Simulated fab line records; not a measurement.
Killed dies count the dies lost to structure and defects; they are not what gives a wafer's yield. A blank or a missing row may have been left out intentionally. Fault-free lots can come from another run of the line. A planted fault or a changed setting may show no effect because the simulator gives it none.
Tool commonality check | flow ritCmos | 14 lots, 42 wafers sampled

## WHAT PROMPTED THE OPENING
On 2 of the 14 lots, a flag is raised at RIT_M1_CD_MEAS_09 on the reading cdNm. No-fault wafers: 2600.0 nm, standard deviation 1.9.
Rule: a lot gets a flag if all its wafers with a number sit over 4 standard deviations from that mean, or if no wafer of it has a number. All remaining lots are regarded as sound.

lot  | measured    | on       | cdNm (nm), wafer by wafer | flag
L434 | day 3 17:34 | cdSem-02 | 2602.2 2603.0 2602.9      | 
L435 | day 3 21:44 | cdSem-02 | 2599.0 2599.1 2600.3      | 
L437 | day 4 09:31 | cdSem-02 | 2598.1 2600.6 2598.8      | 
L438 | day 4 15:51 | cdSem-02 | 2600.0 2601.9 2600.2      | 
L439 | day 4 18:28 | cdSem-01 | 2600.0 2601.7 2598.8      | 
L440 | day 4 22:19 | cdSem-01 | 2600.3 2599.3 2601.2      | 
L442 | day 5 06:24 | cdSem-01 | 2598.9 2599.0 2598.0      | 
L443 | day 5 10:47 | cdSem-01 | 2601.2 2602.2 2600.7      | 
L444 | day 5 15:03 | cdSem-01 | 2601.6 2601.0 2599.8      | 
L447 | day 6 04:51 | cdSem-02 | 2528.1 2530.9 2527.4      | FLAGGED
L448 | day 6 06:43 | cdSem-02 | 2529.1 2529.9 2528.9      | FLAGGED
L452 | day 7 06:23 | cdSem-01 | 2602.8 2602.8 2602.5      | 
L456 | day 8 04:32 | cdSem-02 | 2599.4 2600.2 2600.8      | 
L457 | day 8 11:43 | cdSem-01 | 2598.6 2599.5 2599.9      | 
The numbers of the flagged lots are 2529.1 nm on average: -70.9 nm against the usual, or -37 standard deviations.

## LOT BY LOT: THE TOOL USED
The record keeps 1 process step preceding the reading, out of 202 steps on the route. Every cell lists first the tool, next ch and the chambers used by the sampled wafers, and last the start.
lot  | flag    | RIT_M1_COAT_04
L434 |         | lithoTrack-04 ch 0, day 3 16:50
L435 |         | lithoTrack-04 ch 0, day 3 21:00
L437 |         | lithoTrack-03 ch 0, day 4 08:22
L438 |         | lithoTrack-04 ch 0, day 4 14:57
L439 |         | lithoTrack-01 ch 0, day 4 17:40
L440 |         | lithoTrack-03 ch 0, day 4 21:35
L442 |         | lithoTrack-04 ch 0, day 5 05:37
L443 |         | lithoTrack-01 ch 0, day 5 10:03
L444 |         | lithoTrack-03 ch 0, day 5 14:12
L447 | FLAGGED | lithoTrack-01 ch 0, day 6 04:00
L448 | FLAGGED | lithoTrack-01 ch 0, day 6 05:52
L452 |         | lithoTrack-03 ch 0, day 7 05:39
L456 |         | lithoTrack-04 ch 0, day 8 03:41
L457 |         | lithoTrack-04 ch 0, day 8 11:00
What the steps here do:
- RIT_M1_COAT_04: resist thk 1300 nm.
- RIT_M1_CD_MEAS_09: target cd 2600 nm.

## FLAGGED OVER TOTAL, TOOL BY TOOL (the gauges that took the reading come last)
step              | tool          | lots run | flagged | share of the flagged lots | sound lots run after its first flagged lot
RIT_M1_COAT_04    | lithoTrack-01 | 4        | 2       | all                       | 0
RIT_M1_COAT_04    | lithoTrack-03 | 4        | 0       | none                      | -
RIT_M1_COAT_04    | lithoTrack-04 | 6        | 0       | none                      | -
RIT_M1_CD_MEAS_09 | cdSem-01      | 7        | 0       | none                      | -
RIT_M1_CD_MEAS_09 | cdSem-02      | 7        | 2       | all                       | 1 (L456)

## THE TABLE: WHAT IT ALLOWS
Rows of the table that ran all the flagged lots, 2 in number: lithoTrack-01 at RIT_M1_COAT_04; cdSem-02 at RIT_M1_CD_MEAS_09.
- lithoTrack-01 at RIT_M1_COAT_04: 2 of its 4 lots flagged. It ran its last sound lot, L443, at day 5 10:03 and its first flagged lot, L447, at day 6 04:00: a fault with its onset between the two fits.
- cdSem-02 at RIT_M1_CD_MEAS_09: 2 of its 7 lots flagged. Sound lots followed the first flagged one (L456) on it, something a lasting fault affecting the whole tool could not allow.
Left over: one tool, lithoTrack-01 at RIT_M1_COAT_04.

## WHAT THE SIMULATOR PUT IN
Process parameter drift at RIT_M1_COAT_04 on lithoTrack-01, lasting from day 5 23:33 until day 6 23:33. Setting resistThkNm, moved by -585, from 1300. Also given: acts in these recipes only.
Shown lots that were struck: L447, L448. The rule above reached the same finding.
